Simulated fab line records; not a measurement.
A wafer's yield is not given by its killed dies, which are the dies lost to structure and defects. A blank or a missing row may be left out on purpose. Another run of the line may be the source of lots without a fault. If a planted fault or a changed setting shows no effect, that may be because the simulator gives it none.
Code-filled problem report in 8D (eight disciplines) form -- flow ritCmos -- the parts of the form that need people (team, actions taken, sign-off) are left out

== 1. WHAT IS WRONG ==
Across 6 wafers from 2 lots, ACTIVE_NITRIDE_THK at RIT_ACTIVE_THK_MEAS_04 averages 251.2 nm, while fault-free wafers read 149.1 nm with a standard deviation of 1.1. That is +93 standard deviations from the usual mean.
The first sign was on wafer L404.1 at day 4 02:29, on filmMetro-04. The record has a number at this step for 42 wafers belonging to 14 lots. By rule, "out" or "out of limits" means more than 4 standard deviations away from the usual mean. All remaining wafers that have a number are taken as sound.

== 2. WHAT IT IS, AND WHAT IT ISN'T ==
question,is,is not
which readings at this step,ACTIVE_NITRIDE_THK,-
which lots,"L404, L405","L393, L394, L395, L396, L397, L398, L400, L406, L408, L409, L410, L414"
which wafers of those lots,all that have a number,-
read on which gauges,"filmMetro-02, filmMetro-04",filmMetro-03
when,from day 4 02:29,"up to then (21 sound wafers); but 15 sound wafers of L406, L408, L409, L410, L414 came after"

== 3. THE SUSPECTS, EACH WITH WHAT RULES IT OUT ==
Counting: a tool at a process step up to the reading stays a suspect if it ran every lot that is out and no sound lot after the first of them.
- the gauge at RIT_ACTIVE_THK_MEAS_04: ruled out. The wafers that are out were read on 2 gauges (filmMetro-02, filmMetro-04).
- lpcvd-01 at RIT_ACTIVE_CVD_03 (deposits Si3N4 from SiH2Cl2/NH3, target thk 150 nm, time 1500 s): ruled out as a lasting fault. Following L404 (day 4 00:21), the first lot on it that is out, the sound lots L409 were run on it.
Left after counting: nothing in the record.

== 4. THE CAUSE (what the simulator had put in) ==
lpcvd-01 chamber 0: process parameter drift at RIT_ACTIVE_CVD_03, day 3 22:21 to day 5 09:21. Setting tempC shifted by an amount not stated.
Counting ruled it out, wrongly: the rule takes a fault to strike every lot that its tool runs from its start on, and this one did not.

== 5. SEQUENCE OF EFFECTS, ordered by route ==
Rows list readings where the struck wafers' mean (over those with a number) sits beyond 3 standard deviations from the usual. Only readings for which the record gives a usual standard deviation are gone through. hours: the time from each lot's start at the first step in this table that gives one to its start at this step, as a median over the lots. sigmas: the change in usual standard deviations.
hours,step,reading,usual,on struck wafers,change,sigmas
0,RIT_ACTIVE_CVD_03,spikeTcCentreC,812.4 C,857.2,+44.8,+41
0,RIT_ACTIVE_CVD_03,spikeTcLoadC,833 C,876,+43,+12
0,RIT_ACTIVE_CVD_03,spikeTcSourceC,830.7 C,875.2,+44.5,+34
0,RIT_ACTIVE_CVD_03,susceptorTempC,810.1 C,855.2,+45.1,+99 or more
2,RIT_ACTIVE_THK_MEAS_04,ACTIVE_NITRIDE_THK,149.1 nm,251.2,+102.2,+93
3,RIT_ACTIVE_ETCH_13,oesProductAu,0.824 a.u.,1.005,+0.181,+13
50,RIT_M1_PROBE_99,killedAtFrontEnd,6.6,264.0,+257.4,+89
50,RIT_M1_PROBE_99,killedDies,6.6,264.0,+257.4,+86
50,RIT_M1_PROBE_99,killedOnRim,1.7,70.0,+68.3,+49
Its process steps:
- RIT_ACTIVE_CVD_03: deposits Si3N4 from SiH2Cl2/NH3, target thk 150 nm, time 1500 s.
- RIT_ACTIVE_ETCH_13: etches Si3N4 in SF6, stops on SiO2, time 210 s, target depth 210 nm.
- RIT_M1_PROBE_99

== 6. WHAT WOULD HAVE CAUGHT IT SOONER ==
The first out-of-limits reading at a measuring or inspecting step in this record came at day 4 02:29, 4 hours after the fault's start at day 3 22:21.
Tool's own readings at RIT_ACTIVE_CVD_03, spikeTcCentreC, spikeTcLoadC, spikeTcSourceC, susceptorTempC: out on all struck wafers the step has rows for; an alarm limit on them would have tripped on the first.
